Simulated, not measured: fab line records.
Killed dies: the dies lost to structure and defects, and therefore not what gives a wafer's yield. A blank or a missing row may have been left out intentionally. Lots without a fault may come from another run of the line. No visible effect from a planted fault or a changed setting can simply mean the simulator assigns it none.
What tool caused it?    flow rit-cmos    Sampling: 11 lots, 33 wafers, 5 of 202 route steps

== WHAT THE GAUGES READ, wafer by wafer ==
No reading from a measuring or inspecting step in the record can be judged against a usual standard deviation.

== EACH LOT AND THE TOOL THAT RAN IT (in order: tool; ch and the chambers of the sampled wafers; start) ==
lot   RIT_NRETRO_STRIP_09                  RIT_PRETRO_STRIP_09                  RIT_GATE_ETCH_19                 RIT_SPACER_ETCHBACK_05             RIT_M1_PROBE_99
L151  plasma-asher-01 ch 0,1, day 2 08:47  plasma-asher-04 ch 0,1, day 2 10:28  rie-si-01 ch 0,3, day 2 20:40    rie-diel-02 ch 1,2,3, day 3 08:26  prober-01, day 3 19:51
L152  plasma-asher-02 ch 0,1, day 2 16:10  plasma-asher-01 ch 0,1, day 2 17:52  rie-si-02 ch 0,2, day 3 00:27    rie-diel-03 ch 0,2, day 3 10:22    prober-01, day 3 22:50
L153  plasma-asher-03 ch 0,1, day 2 17:34  plasma-asher-03 ch 0,1, day 2 19:07  rie-si-01 ch 0,1,2, day 3 00:36  rie-diel-04 ch 0,1,2, day 3 10:22  prober-02, day 3 21:23
L154  plasma-asher-03 ch 0,1, day 3 02:44  plasma-asher-01 ch 0,1, day 3 04:29  rie-si-02 ch 1,2,3, day 3 10:25  rie-diel-02 ch 1,3, day 3 19:38    prober-02, day 4 06:58
L155  plasma-asher-03 ch 0,1, day 3 07:37  plasma-asher-03 ch 0,1, day 3 09:10  rie-si-01 ch 2,3, day 3 15:17    rie-diel-04 ch 1,2,3, day 4 01:16  prober-01, day 4 12:07
L156  plasma-asher-03 ch 0,1, day 3 13:19  plasma-asher-03 ch 0, day 3 14:52    rie-si-02 ch 0,3, day 3 20:20    rie-diel-04 ch 1,3, day 4 05:34    prober-02, day 4 17:29
L157  plasma-asher-01 ch 0, day 3 13:26    plasma-asher-04 ch 0,1, day 3 15:07  rie-si-01 ch 2,3, day 3 22:45    rie-diel-03 ch 1,3, day 4 09:26    prober-01, day 4 20:29
L158  plasma-asher-01 ch 0,1, day 3 18:53  plasma-asher-01 ch 0,1, day 3 20:47  rie-si-02 ch 0,1, day 4 04:55    rie-diel-02 ch 1,2,3, day 4 14:46  prober-02, day 5 01:59
L159  plasma-asher-01 ch 0,1, day 4 00:34  plasma-asher-01 ch 0,1, day 4 02:14  rie-si-01 ch 1,2,3, day 4 08:51  rie-diel-02 ch 0,1,2, day 4 20:11  prober-01, day 5 07:52
L164  plasma-asher-01 ch 0,1, day 5 01:17  plasma-asher-03 ch 0,1, day 5 02:50  rie-si-02 ch 0,1,2, day 5 09:14  rie-diel-03 ch 1,2,3, day 5 19:18  prober-01, day 6 06:31
L172  plasma-asher-01 ch 0, day 6 16:47    plasma-asher-01 ch 1, day 6 18:27    rie-si-02 ch 0,2,3, day 7 02:04  rie-diel-04 ch 0,1,3, day 7 12:04  prober-01, day 7 23:13
- RIT_NRETRO_STRIP_09: strips in O2, time 180 s.
- RIT_PRETRO_STRIP_09: strips in O2, time 180 s.
- RIT_GATE_ETCH_19: etches poly-Si in SF6/CHF3/O2, stops on SiO2, time 165 s, target depth 312.5 nm.
- RIT_SPACER_ETCHBACK_05: etches Si3N4 in SF6/CHF3, stops on SiO2, target depth 250 nm, time 240 s.
- RIT_M1_PROBE_99

== WHAT THE TOOLS THEMSELVES READ (means of the sampled wafers that have a number; where no wafer has one, the mark that the record gives instead) ==
RIT_NRETRO_STRIP_09. Usual: drypump-motor-current-A 5.4 A, standard deviation 0.36.
lot   tool             drypump-motor-current-A (A)  flag
L151  plasma-asher-01  5.6                          
L152  plasma-asher-02  5.8                          
L153  plasma-asher-03  5.2                          
L154  plasma-asher-03  5.0                          
L155  plasma-asher-03  5.2                          
L156  plasma-asher-03  5.2                          
L157  plasma-asher-01  5.7                          
L158  plasma-asher-01  5.5                          
L159  plasma-asher-01  5.6                          
L164  plasma-asher-01  5.5                          
L172  plasma-asher-01  5.7                          

RIT_PRETRO_STRIP_09. Usual: drypump-motor-current-A 5.5 A, standard deviation 0.47.
lot   tool             drypump-motor-current-A (A)  flag
L151  plasma-asher-04  5.9                          
L152  plasma-asher-01  5.6                          
L153  plasma-asher-03  5.0                          
L154  plasma-asher-01  5.6                          
L155  plasma-asher-03  5.2                          
L156  plasma-asher-03  4.8                          
L157  plasma-asher-04  6.1                          
L158  plasma-asher-01  5.6                          
L159  plasma-asher-01  5.6                          
L164  plasma-asher-03  5.2                          
L172  plasma-asher-01  5.3                          

RIT_GATE_ETCH_19. Usual: drypump-motor-current-A 5.6 A, standard deviation 0.63; oes-product-au 0.845 a.u., standard deviation 0.014; throttle-valve-pct 10.27 %, standard deviation 0.13.
lot   tool       drypump-motor-current-A (A)  oes-product-au (a.u.)  throttle-valve-pct (%)  flag
L151  rie-si-01  6.1                          0.845                  10.15                   
L152  rie-si-02  5.1                          0.861                  10.39                   
L153  rie-si-01  5.3                          0.841                  10.26                   
L154  rie-si-02  5.8                          0.851                  10.29                   
L155  rie-si-01  6.0                          0.854                  10.10                   
L156  rie-si-02  5.2                          0.854                  10.44                   
L157  rie-si-01  6.0                          0.865                  10.10                   
L158  rie-si-02  5.5                          0.854                  10.38                   
L159  rie-si-01  5.9                          0.844                  10.15                   
L164  rie-si-02  5.4                          0.849                  10.33                   
L172  rie-si-02  5.5                          0.840                  10.35                   

RIT_SPACER_ETCHBACK_05. Usual: drypump-motor-current-A 5.9 A, standard deviation 0.38; oes-product-au 0.844 a.u., standard deviation 0.013; throttle-valve-pct 10.23 %, standard deviation 0.15.
lot   tool         drypump-motor-current-A (A)  oes-product-au (a.u.)  throttle-valve-pct (%)  flag
L151  rie-diel-02  5.5                          0.840                  10.31                   
L152  rie-diel-03  5.6                          0.852                  10.08                   
L153  rie-diel-04  6.2                          0.827                  10.24                   
L154  rie-diel-02  5.7                          0.864                  10.37                   
L155  rie-diel-04  6.0                          0.850                  10.22                   
L156  rie-diel-04  5.7                          0.847                  10.27                   
L157  rie-diel-03  6.3                          0.838                  10.16                   
L158  rie-diel-02  5.5                          0.854                  10.33                   
L159  rie-diel-02  5.6                          0.843                  10.36                   
L164  rie-diel-03  6.0                          0.816                  10.10                   
L172  rie-diel-04  5.9                          0.835                  10.30                   

RIT_M1_PROBE_99. Usual: killed-at-contacts 0.1, standard deviation 0.31; killed-at-front-end 6.3, standard deviation 2.7; killed-dies 6.4, standard deviation 2.7; killed-on-rim 1.7, standard deviation 1.4; killed-open 3.3, standard deviation 2; killed-short 3, standard deviation 1.8.
lot   tool       killed-at-contacts  killed-at-front-end  killed-dies  killed-on-rim  killed-open  killed-short  flag
L151  prober-01  0.0                 5.3                  5.3          1.7            2.0          3             
L152  prober-01  0.0                 4.3                  4.3          0.7            1.7          3             
L153  prober-02  0.0                 7.7                  7.7          3.0            3.3          4             
L154  prober-02  0.0                 6.3                  6.3          1.7            3.3          3             
L155  prober-01  0.0                 4.3                  4.3          1.0            2.7          2             
L156  prober-02  0.0                 3.0                  3.0          0.0            1.3          2             
L157  prober-01  0.0                 5.0                  5.0          1.0            2.3          3             
L158  prober-02  0.0                 9.3                  9.3          2.7            5.7          4             
L159  prober-01  0.0                 6.0                  6.0          1.7            4.3          2             
L164  prober-01  0.7                 92.3                 93.0         24.7           3.3          4             OFF
L172  prober-01  0.3                 6.7                  7.0          2.0            2.7          4             

== THE ANSWER, worked out from the rows above alone ==
Rule: a lot is off if the mean of its wafers that have a number lies more than 3 standard deviations from the usual mean. A lot without any number at a reading at which 4 lots or more have one is off too. The other lots that the step has rows for count as sound. The gauges are gone through in route order, then the tools' own readings, and for those a lot's mean is taken as printed above. The first step at which some lot is off is used, and at that step the reading that is off furthest; a lot without a number counts as furthest.
Off: L164, at RIT_M1_PROBE_99 (killed-dies).
If a tool, at that step or one of the process steps before it, ran each lot that is off and ran no sound lot following the first of them, it fits. 2 tools fit, plasma-asher-03 at RIT_PRETRO_STRIP_09 and rie-diel-03 at RIT_SPACER_ETCHBACK_05, so this cannot tell which one it is.

== WHAT HAD BEEN PUT IN BY THE SIMULATOR ==
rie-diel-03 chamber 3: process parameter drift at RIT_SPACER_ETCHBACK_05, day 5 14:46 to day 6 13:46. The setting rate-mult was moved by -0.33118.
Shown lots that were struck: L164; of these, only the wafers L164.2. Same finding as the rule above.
